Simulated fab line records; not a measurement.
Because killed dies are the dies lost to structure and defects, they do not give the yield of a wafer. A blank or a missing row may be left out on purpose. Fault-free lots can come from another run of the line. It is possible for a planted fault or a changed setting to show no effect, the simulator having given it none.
A struck lot beside a sound one + flow rit-cmos + 18 out of 202 route steps
Sound: the wafers L105.4, L105.5, L105.6. The struck wafers were L118.1, L118.3, L118.6. The cause comes at the end.
For every step that has rows: the tool of each side, followed by ch and its chambers, followed by its first start. Under that, the readings that differ: sound wafers + struck wafers + difference of the means + sigmas: that difference in standard deviations of wafers without a fault.
alike: words and numbers the same on both sides, and readings whose means are apart by under 2 such deviations; not compared: readings that were withheld, readings missing a value for some wafer, numbers with overlapping values and no deviation given by the record, and bounds like >300 which may hide the same value.
The two part at a step that has a row with sigmas, a row that says differs or no value, or rows on one side only. Numbers that have no deviation but don't overlap get no sigmas and don't part them. Lack of a reading on every wafer of one side parts them only where that side has two or more wafers.

first, 4 steps without rows for these wafers: RIT_NRETRO_SOFTBAKE_02 (time 60 s); RIT_NRETRO_EXPOSE_03 (exposes mask M4, target cd 43900 nm); RIT_NRETRO_PEB_04; RIT_NRETRO_DEVELOP_05 (develop time 68 s).
RIT_NRETRO_OVL_MEAS_06:
  sound: overlay-02 at day 2 16:12; struck: overlay-02 at day 5 03:07
  alike: NRETRO_OVL
then, 2 steps without rows for these wafers: RIT_NRETRO_HARDBAKE_07 (time 120 s); RIT_NRETRO_IMPLANT_08.
RIT_NRETRO_STRIP_09: strips in O2, time 180 s.
  sound on plasma-asher-04 ch 0,1, day 2 16:40; struck on plasma-asher-01 ch 0,1, day 5 03:33
| reading                     | sound       | struck      | difference | sigmas |
|-----------------------------|-------------|-------------|------------|--------|
| drypump-motor-current-A (A) | 6.6 6.2 6.6 | 5.4 5.4 5.5 | -1.0       | -3     |
  alike: chamber-pressure-mTorr
  not compared: rf-hours-counter-h
RIT_NRETRO_TW_MEAS_10:
  sound: film-metro-02 at day 2 16:49; struck: film-metro-03 at day 5 03:44
  alike: NRETRO_TW
then, 3 steps without rows for these wafers: RIT_PRETRO_HMDS_00 (prime time 60 s); RIT_PRETRO_COAT_01 (resist thk 1300 nm); RIT_PRETRO_SOFTBAKE_02 (time 60 s).
RIT_PRETRO_EXPOSE_03: exposes mask M5, target cd 43700 nm.
  sound on iline-stepper-02 ch 0, day 2 17:29; struck on iline-stepper-02 ch 0, day 5 04:14
| reading                        | sound                | struck         | difference | sigmas |
|--------------------------------|----------------------|----------------|------------|--------|
| model.PRETRO.overlay-x-nm (nm) | -1.423 -1.423 -1.423 | 3396 3396 3396 | +3397      |        |
  alike: mask
then, 2 steps without rows for these wafers: RIT_PRETRO_PEB_04; RIT_PRETRO_DEVELOP_05 (develop time 68 s).
RIT_PRETRO_OVL_MEAS_06:
  sound: overlay-02 at day 2 17:55; struck: overlay-02 at day 5 04:40
| reading         | sound          | struck               | difference | sigmas      |
|-----------------|----------------|----------------------|------------|-------------|
| PRETRO_OVL (nm) | -0.6 -0.5 -2.0 | 3397.0 3397.6 3396.9 | +3398.2    | +99 or more |
then, 1 step without rows for these wafers: RIT_PRETRO_HARDBAKE_07 (time 120 s).
RIT_M1_PROBE_99:
  sound: prober-01 at day 3 20:49; struck: prober-02 at day 6 08:05
| reading                             | sound             | struck            | difference | sigmas |
|-------------------------------------|-------------------|-------------------|------------|--------|
| killed-at-front-end                 | 9 4 14            | 264 264 264       | +255       | +80    |
| killed-dies                         | 9 5 14            | 264 264 264       | +255       | +80    |
| killed-on-rim                       | 2 3 5             | 70 70 70          | +67        | +51    |
| model.etest.pmos_0p3.r-on-ohm-um    | 6621 6566 6544    | 5179 5184 5267    | -1367      |        |
| model.etest.pmos-turned.r-on-ohm-um | 3796 3758 3723    | 2863 2872 2916    | -875       |        |
| model.etest.pmos_0p15.r-on-ohm-um   | 2975 2983 2919    | 2363 2421 2421    | -557       |        |
| model.etest.nmos_0p3.r-on-ohm-um    | 2235 2236 2209    | 1772 1791 1808    | -436       |        |
| model.etest.nmos-turned.drive-ua-um | 297.1 307.6 303.2 | 464.9 459.9 449.4 | +155.4     |        |
| model.etest.nmos_0p15.r-on-ohm-um   | 1161 1183 1134    | 1002 1018 1022    | -145       |        |
| model.etest.nmos_0p15.drive-ua-um   | 451.2 457.8 464.2 | 593.7 586.8 577.2 | +128.2     |        |
| model.etest.pmos_0p15.drive-ua-um   | 237.9 238.4 240.6 | 345.9 341.7 336.1 | +102.3     |        |
  alike: killed-at-contacts, killed-open, killed-short

WHERE THEY PART
First at RIT_NRETRO_STRIP_09; last, within this record, at RIT_M1_PROBE_99.

WHY: what had been put in by the simulator
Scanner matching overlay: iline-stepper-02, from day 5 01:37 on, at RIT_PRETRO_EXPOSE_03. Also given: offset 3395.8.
